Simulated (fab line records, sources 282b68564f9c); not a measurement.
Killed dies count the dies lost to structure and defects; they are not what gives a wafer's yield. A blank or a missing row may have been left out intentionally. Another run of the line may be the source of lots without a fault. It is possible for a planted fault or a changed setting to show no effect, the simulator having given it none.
fab line records + flow rit-cmos + part 2 of 2: steps 29 to 39 of 39
[record]
- lots = 5
- wafers = 15
- last-day = 7
route steps=202 shown GATE@81 REOX@98 NLDD@103 PLDD@114
lots untouched by any fault: they come from a run of this same line in which no faults occurred
start-h: the number of hours between the record's first day and the start of the first shown wafer of the lot + wait-h: time in hours since the lot's previous step + " the same as in the row above + L1.1+2: a single row standing in for several wafers + - value missing, or start not given + * or withheld: withheld + < > ~ a bound
route shown NAME@n: NAME is a module with steps in the file, n the number in the route of the first one + usual: mean/standard deviation taken from wafers without a fault + same: alike in all rows + chamber/n: place in a boat + sites: readings site by site + _std_site: their standard deviation + _edge_site: inner sites' mean taken away from outer sites' mean + radius-mm: how far each site lies from the wafer's centre + mask NAME#n: copy n + behind: the most recent tool/chamber to have shaped the wafer + hold: why the lot was held/for how many hours/how that ended + device: names the non-switching transistor (n, p or np) + end of line: the tests these same wafers got at the end of their route + a step without rows: its recipe alone + killed: count of dies lost to structure and defects at first sort (not the wafer's yield) + map: per-die view of a wafer (x killed, . not killed, _ where there is no die)
set.NAME: the setting the step ran with; set.NAME@STEP: the setting that earlier step ran with + model.NAME: the simulator's own value behind a step, which no gauge read
certain route steps with their lots: each step a table, each wafer a row
services: from which hour (start-h, from the record's first day; less than 0 if before it) a tool's chamber was out of use, for how many hours, and why
[[steps]]
[step RIT_NLDD_OVL_MEAS_06]
[usual]
- NLDD_OVL = -1.0/1.4
| lot.wafer | tool       | chamber | start-h | wait-h | NLDD_OVL[nm] |
|-----------|------------|---------|---------|--------|--------------|
| L074.2    | overlay-02 | -       | 43.49   | -      | -0.6         |
| L074.3    | "          | -       | "       | "      | -0.4         |
| L074.5    | "          | -       | "       | "      | -0.9         |
| L085.2    | overlay-02 | -       | 106.77  | -      | 0.4          |
| L085.3    | "          | -       | "       | "      | 0.5          |
| L085.6    | "          | -       | "       | "      | -0.8         |
| L086.2    | overlay-01 | -       | 112.05  | -      | -0.8         |
| L086.3    | "          | -       | "       | "      | -2.5         |
| L086.5    | "          | -       | "       | "      | -2.5         |
| L087.2    | overlay-01 | -       | 114.26  | -      | 2.0          |
| L087.3    | "          | -       | "       | "      | 0.4          |
| L087.6    | "          | -       | "       | "      | 0.4          |
| L096.2    | overlay-02 | -       | 161.36  | -      | -4.7         |
| L096.4    | "          | -       | "       | "      | -2.0         |
| L096.5    | "          | -       | "       | "      | -3.1         |
[step RIT_NLDD_HARDBAKE_07]
[recipe]
- resist = NOVOLAK
- temp-c = 140
- time-s = 60
[usual]
- exhaust-pa = 45.0/0.9
| lot.wafer | tool           | chamber | start-h | wait-h | exhaust-pa |
|-----------|----------------|---------|---------|--------|------------|
| L074.2    | litho-track-02 | 0       | 43.55   | 0.0    | 44.5       |
| L074.3    | "              | 0       | "       | "      | 44.5       |
| L074.5    | "              | 0       | "       | "      | 43.8       |
| L085.2    | litho-track-02 | 0       | 106.83  | 0.0    | 46.5       |
| L085.3    | "              | 0       | "       | "      | 44.0       |
| L085.6    | "              | 0       | "       | "      | 45.8       |
| L086.2    | litho-track-03 | 0       | 112.11  | 0.0    | 45.2       |
| L086.3    | "              | 0       | "       | "      | 46.1       |
| L086.5    | "              | 0       | "       | "      | 45.7       |
| L087.2    | litho-track-02 | 0       | 114.31  | 0.0    | 45.1       |
| L087.3    | "              | 0       | "       | "      | 45.6       |
| L087.6    | "              | 0       | "       | "      | 44.7       |
| L096.2    | litho-track-02 | 0       | 161.42  | 0.0    | 45.7       |
| L096.4    | "              | 0       | "       | "      | 45.3       |
| L096.5    | "              | 0       | "       | "      | 45.7       |
[step RIT_NLDD_IMPLANT_08]
[recipe]
- species = P
- energy-kev = 20
- dose-cm2 = 5e+14
- tilt-deg = 7
[usual]
- end-station-pressure-torr = 6.3e-06/3e-07
- tilt-deg = 6.996/0.021
| lot.wafer | tool         | chamber | start-h | wait-h | end-station-pressure-torr | tilt-deg |
|-----------|--------------|---------|---------|--------|---------------------------|----------|
| L074.2    | implanter-01 | 0       | 43.70   | 0.1    | 6.5e-06                   | 7.009    |
| L074.3    | "            | 0       | "       | "      | 6.7e-06                   | 7.036    |
| L074.5    | "            | 0       | "       | "      | 6.4e-06                   | 6.997    |
| L085.2    | implanter-02 | 0       | 106.98  | 0.1    | 6.3e-06                   | 7.007    |
| L085.3    | "            | 0       | "       | "      | 6.9e-06                   | 6.987    |
| L085.6    | "            | 0       | "       | "      | 5.8e-06                   | 6.978    |
| L086.2    | implanter-01 | 0       | 112.26  | 0.1    | 6.1e-06                   | 6.971    |
| L086.3    | "            | 0       | "       | "      | 6.5e-06                   | 6.958    |
| L086.5    | "            | 0       | "       | "      | 5.9e-06                   | 6.997    |
| L087.2    | implanter-02 | 0       | 114.46  | 0.1    | 6.1e-06                   | 7.013    |
| L087.3    | "            | 0       | "       | "      | 5.7e-06                   | 7.006    |
| L087.6    | "            | 0       | "       | "      | 6.4e-06                   | 7.005    |
| L096.2    | implanter-01 | 0       | 161.57  | 0.1    | 6e-06                     | 6.996    |
| L096.4    | "            | 0       | "       | "      | 6.2e-06                   | 6.992    |
| L096.5    | "            | 0       | "       | "      | 5.9e-06                   | 7.014    |
[step RIT_NLDD_STRIP_09]
[recipe]
- chemistry = O2
- time-s = 180
- resist = NOVOLAK
- platen-temp-c = withheld
- power-w = 500
- pressure-mtorr = 4000
- o2-flow-sccm = 4000
[usual]
- drypump-motor-current-A = 5.9/0.44
| lot.wafer | tool            | chamber | start-h | wait-h | drypump-motor-current-A | rf-hours-counter-h |
|-----------|-----------------|---------|---------|--------|-------------------------|--------------------|
| L074.2    | plasma-asher-01 | 0       | 43.82   | 0.1    | 5.6                     | 22                 |
| L074.3    | "               | 1       | "       | "      | 5.6                     | -                  |
| L074.5    | "               | 1       | "       | "      | 5.6                     | -                  |
| L085.2    | plasma-asher-01 | 1       | 107.10  | 0.1    | 5.7                     | 29                 |
| L085.3    | "               | 0       | "       | "      | 5.6                     | -                  |
| L085.6    | "               | 0       | "       | "      | 5.6                     | -                  |
| L086.2    | plasma-asher-01 | 0       | 112.38  | 0.1    | 5.6                     | 29                 |
| L086.3    | "               | 0       | "       | "      | 5.6                     | -                  |
| L086.5    | "               | 1       | "       | "      | 5.6                     | -                  |
| L087.2    | plasma-asher-04 | 1       | 114.59  | 0.1    | 6.7                     | 48                 |
| L087.3    | "               | 1       | "       | "      | 6.7                     | -                  |
| L087.6    | "               | 1       | "       | "      | 6.7                     | -                  |
| L096.2    | plasma-asher-04 | 1       | 161.69  | 0.1    | 6.7                     | 53                 |
| L096.4    | "               | 1       | "       | "      | 6.6                     | -                  |
| L096.5    | "               | 1       | "       | "      | 6.6                     | -                  |
[step RIT_NLDD_TW_MEAS_10]
[usual]
- NLDD_TW = 2489/22
| lot.wafer | tool          | chamber | start-h | wait-h | NLDD_TW |
|-----------|---------------|---------|---------|--------|---------|
| L074.2    | film-metro-03 | -       | 44.01   | 0.1    | 2519    |
| L074.3    | "             | -       | "       | "      | 2532    |
| L074.5    | "             | -       | "       | "      | 2517    |
| L085.2    | film-metro-01 | -       | 107.29  | 0.1    | 2474    |
| L085.3    | "             | -       | "       | "      | 2475    |
| L085.6    | "             | -       | "       | "      | 2470    |
| L086.2    | film-metro-01 | -       | 112.57  | 0.1    | 2459    |
| L086.3    | "             | -       | "       | "      | 2458    |
| L086.5    | "             | -       | "       | "      | 2468    |
| L087.2    | film-metro-03 | -       | 114.77  | 0.1    | 2529    |
| L087.3    | "             | -       | "       | "      | 2529    |
| L087.6    | "             | -       | "       | "      | 2515    |
| L096.2    | film-metro-03 | -       | 161.88  | 0.1    | 2505    |
| L096.4    | "             | -       | "       | "      | 2491    |
| L096.5    | "             | -       | "       | "      | 2496    |
[step RIT_PLDD_HMDS_00]
[recipe]
- prime-time-s = 60
- prime-temp-c = 140
[usual]
- exhaust-pa = 44.8/0.93
| lot.wafer | tool           | chamber | start-h | wait-h | exhaust-pa |
|-----------|----------------|---------|---------|--------|------------|
| L074.2    | litho-track-02 | 0       | 44.08   | 0.1    | 44.1       |
| L074.3    | "              | 0       | "       | "      | 45.2       |
| L074.5    | "              | 0       | "       | "      | 46.2       |
| L085.2    | litho-track-03 | 0       | 107.36  | 0.1    | 44.4       |
| L085.3    | "              | 0       | "       | "      | 42.3       |
| L085.6    | "              | 0       | "       | "      | 44.5       |
| L086.2    | litho-track-03 | 0       | 112.64  | 0.1    | 44.8       |
| L086.3    | "              | 0       | "       | "      | 43.8       |
| L086.5    | "              | 0       | "       | "      | 44.1       |
| L087.2    | litho-track-01 | 0       | 114.85  | 0.1    | 43.6       |
| L087.3    | "              | 0       | "       | "      | 43.8       |
| L087.6    | "              | 0       | "       | "      | 45.5       |
| L096.2    | litho-track-03 | 0       | 161.95  | 0.1    | 44.0       |
| L096.4    | "              | 0       | "       | "      | 43.3       |
| L096.5    | "              | 0       | "       | "      | 44.1       |
[step RIT_PLDD_COAT_01]
[recipe]
- resist = NOVOLAK
- spin-rpm = 3250
- resist-thk-nm = 1000
[usual]
- exhaust-pa = 44.9/0.88
| lot.wafer | tool           | chamber | start-h | wait-h | exhaust-pa |
|-----------|----------------|---------|---------|--------|------------|
| L074.2    | litho-track-02 | 0       | 44.23   | 0.1    | 44.1       |
| L074.3    | "              | 0       | "       | "      | 46.4       |
| L074.5    | "              | 0       | "       | "      | 46.0       |
| L085.2    | litho-track-03 | 0       | 107.51  | 0.1    | 46.6       |
| L085.3    | "              | 0       | "       | "      | 45.1       |
| L085.6    | "              | 0       | "       | "      | 44.8       |
| L086.2    | litho-track-03 | 0       | 112.79  | 0.1    | 43.6       |
| L086.3    | "              | 0       | "       | "      | 44.7       |
| L086.5    | "              | 0       | "       | "      | 44.4       |
| L087.2    | litho-track-01 | 0       | 115.00  | 0.1    | 44.4       |
| L087.3    | "              | 0       | "       | "      | 45.6       |
| L087.6    | "              | 0       | "       | "      | 44.9       |
| L096.2    | litho-track-03 | 0       | 162.10  | 0.1    | 46.2       |
| L096.4    | "              | 0       | "       | "      | 45.2       |
| L096.5    | "              | 0       | "       | "      | 44.0       |
[step RIT_PLDD_SOFTBAKE_02]
[recipe]
- resist = NOVOLAK
- temp-c = 90
- time-s = 60
[usual]
- exhaust-pa = 44.9/1.1
| lot.wafer | tool           | chamber | start-h | wait-h | exhaust-pa |
|-----------|----------------|---------|---------|--------|------------|
| L074.2    | litho-track-02 | 0       | 44.38   | 0.1    | 46.0       |
| L074.3    | "              | 0       | "       | "      | 44.3       |
| L074.5    | "              | 0       | "       | "      | 45.1       |
| L085.2    | litho-track-03 | 0       | 107.66  | 0.1    | 46.6       |
| L085.3    | "              | 0       | "       | "      | 45.3       |
| L085.6    | "              | 0       | "       | "      | 45.4       |
| L086.2    | litho-track-03 | 0       | 112.94  | 0.1    | 46.0       |
| L086.3    | "              | 0       | "       | "      | 46.6       |
| L086.5    | "              | 0       | "       | "      | 45.7       |
| L087.2    | litho-track-01 | 0       | 115.15  | 0.1    | 44.0       |
| L087.3    | "              | 0       | "       | "      | 44.9       |
| L087.6    | "              | 0       | "       | "      | 43.4       |
| L096.2    | litho-track-03 | 0       | 162.25  | 0.1    | 43.3       |
| L096.4    | "              | 0       | "       | "      | 42.7       |
| L096.5    | "              | 0       | "       | "      | 41.2       |
[step RIT_PLDD_EXPOSE_03]
[recipe]
- mask-id = M8
- na = 0.57
- target-cd-nm = 40900
- dose-mj = 250
[same]
- na = 0.57
| lot.wafer  | tool             | chamber | start-h | wait-h | mask |
|------------|------------------|---------|---------|--------|------|
| L074.2+3+5 | iline-stepper-02 | 0       | 44.53   | 0.1    | M8#0 |
| L085.2+3+6 | iline-stepper-01 | 0       | 107.81  | 0.1    | M8#0 |
| L086.2+3+5 | iline-stepper-01 | 0       | 113.09  | 0.1    | M8#0 |
| L087.2+3+6 | iline-stepper-01 | 0       | 115.29  | 0.1    | M8#0 |
| L096.2+4+5 | iline-stepper-02 | 0       | 162.52  | 0.2    | M8#0 |
[step RIT_PLDD_PEB_04]
[recipe]
- resist = NOVOLAK
- temp-c = withheld
- time-s = withheld
[usual]
- exhaust-pa = 45.2/0.94
| lot.wafer | tool           | chamber | start-h | wait-h | exhaust-pa |
|-----------|----------------|---------|---------|--------|------------|
| L074.2    | litho-track-02 | 0       | 44.65   | 0.1    | 45.4       |
| L074.3    | "              | 0       | "       | "      | 45.4       |
| L074.5    | "              | 0       | "       | "      | 46.2       |
| L085.2    | litho-track-02 | 0       | 107.93  | 0.1    | 46.0       |
| L085.3    | "              | 0       | "       | "      | 45.1       |
| L085.6    | "              | 0       | "       | "      | 43.7       |
| L086.2    | litho-track-02 | 0       | 113.40  | 0.3    | 43.3       |
| L086.3    | "              | 0       | "       | "      | 44.6       |
| L086.5    | "              | 0       | "       | "      | 43.0       |
| L087.2    | litho-track-02 | 0       | 115.41  | 0.1    | 46.0       |
| L087.3    | "              | 0       | "       | "      | 45.2       |
| L087.6    | "              | 0       | "       | "      | 45.2       |
| L096.2    | litho-track-01 | 0       | 162.65  | 0.1    | 45.7       |
| L096.4    | "              | 0       | "       | "      | 45.9       |
| L096.5    | "              | 0       | "       | "      | 46.0       |
[step RIT_PLDD_DEVELOP_05]
[recipe]
- resist = NOVOLAK
- develop-time-s = 50
- dev-temp-c = 23
[usual]
- exhaust-pa = 45.1/0.83
| lot.wafer | tool           | chamber | start-h | wait-h | exhaust-pa |
|-----------|----------------|---------|---------|--------|------------|
| L074.2    | litho-track-02 | 0       | -       | -      | 45.5       |
| L074.3    | "              | 0       | "       | "      | 45.6       |
| L074.5    | "              | 0       | "       | "      | 45.5       |
| L085.2    | litho-track-02 | 0       | -       | -      | 44.7       |
| L085.3    | "              | 0       | "       | "      | 44.9       |
| L085.6    | "              | 0       | "       | "      | 44.7       |
| L086.2    | litho-track-02 | 0       | -       | -      | 44.4       |
| L086.3    | "              | 0       | "       | "      | 44.2       |
| L086.5    | "              | 0       | "       | "      | 45.2       |
| L087.2    | litho-track-02 | 0       | -       | -      | 46.3       |
| L087.3    | "              | 0       | "       | "      | 45.4       |
| L087.6    | "              | 0       | "       | "      | 45.8       |
| L096.2    | litho-track-01 | 0       | -       | -      | 44.7       |
| L096.4    | "              | 0       | "       | "      | 45.2       |
| L096.5    | "              | 0       | "       | "      | 44.7       |
[[services]]
| tool             | chamber | start-h | hours | kind       |
|------------------|---------|---------|-------|------------|
| iline-stepper-02 | -       | 10.37   | 1.7   | pm         |
| plasma-asher-03  | -       | 18.98   | 5.8   | repair     |
| implanter-02     | -       | 24.91   | 1.7   | repair     |
| implanter-01     | -       | 26.99   | 1.7   | repair     |
| rie-si-02        | -       | 31.64   | 0.3   | repair     |
| wet-bench-02     | -       | 35.92   | 2.2   | repair     |
| plasma-asher-01  | -       | 50.84   | 2.4   | repair     |
| implanter-02     | -       | 53.76   | 1.7   | repair     |
| furnace-01       | -       | 55.74   | 4.0   | pm         |
| iline-stepper-02 | -       | 59.77   | 14.4  | repair     |
| plasma-asher-04  | -       | 82.67   | 4.3   | pm         |
| furnace-04       | -       | 89.52   | 10.4  | pm         |
| plasma-asher-03  | -       | 92.75   | 3.4   | repair     |
| plasma-asher-04  | -       | 100.14  | 10.0  | pm         |
| plasma-asher-01  | -       | 102.78  | 0.8   | repair     |
| plasma-asher-02  | -       | 108.75  | 9.0   | pm         |
| plasma-asher-02  | 0       | 108.75  | 9.0   | vent-cycle |
| plasma-asher-02  | 1       | 108.75  | 9.0   | vent-cycle |
| rie-si-02        | 2       | 128.05  | 5.3   | repair     |
| furnace-04       | -       | 144.13  | 2.9   | pm         |
| plasma-asher-04  | -       | 145.66  | 1.5   | repair     |
| plasma-asher-03  | -       | 150.50  | 1.7   | repair     |
| lpcvd-01         | -       | 153.04  | 14.6  | pm         |
| furnace-04       | -       | 160.39  | 5.1   | repair     |
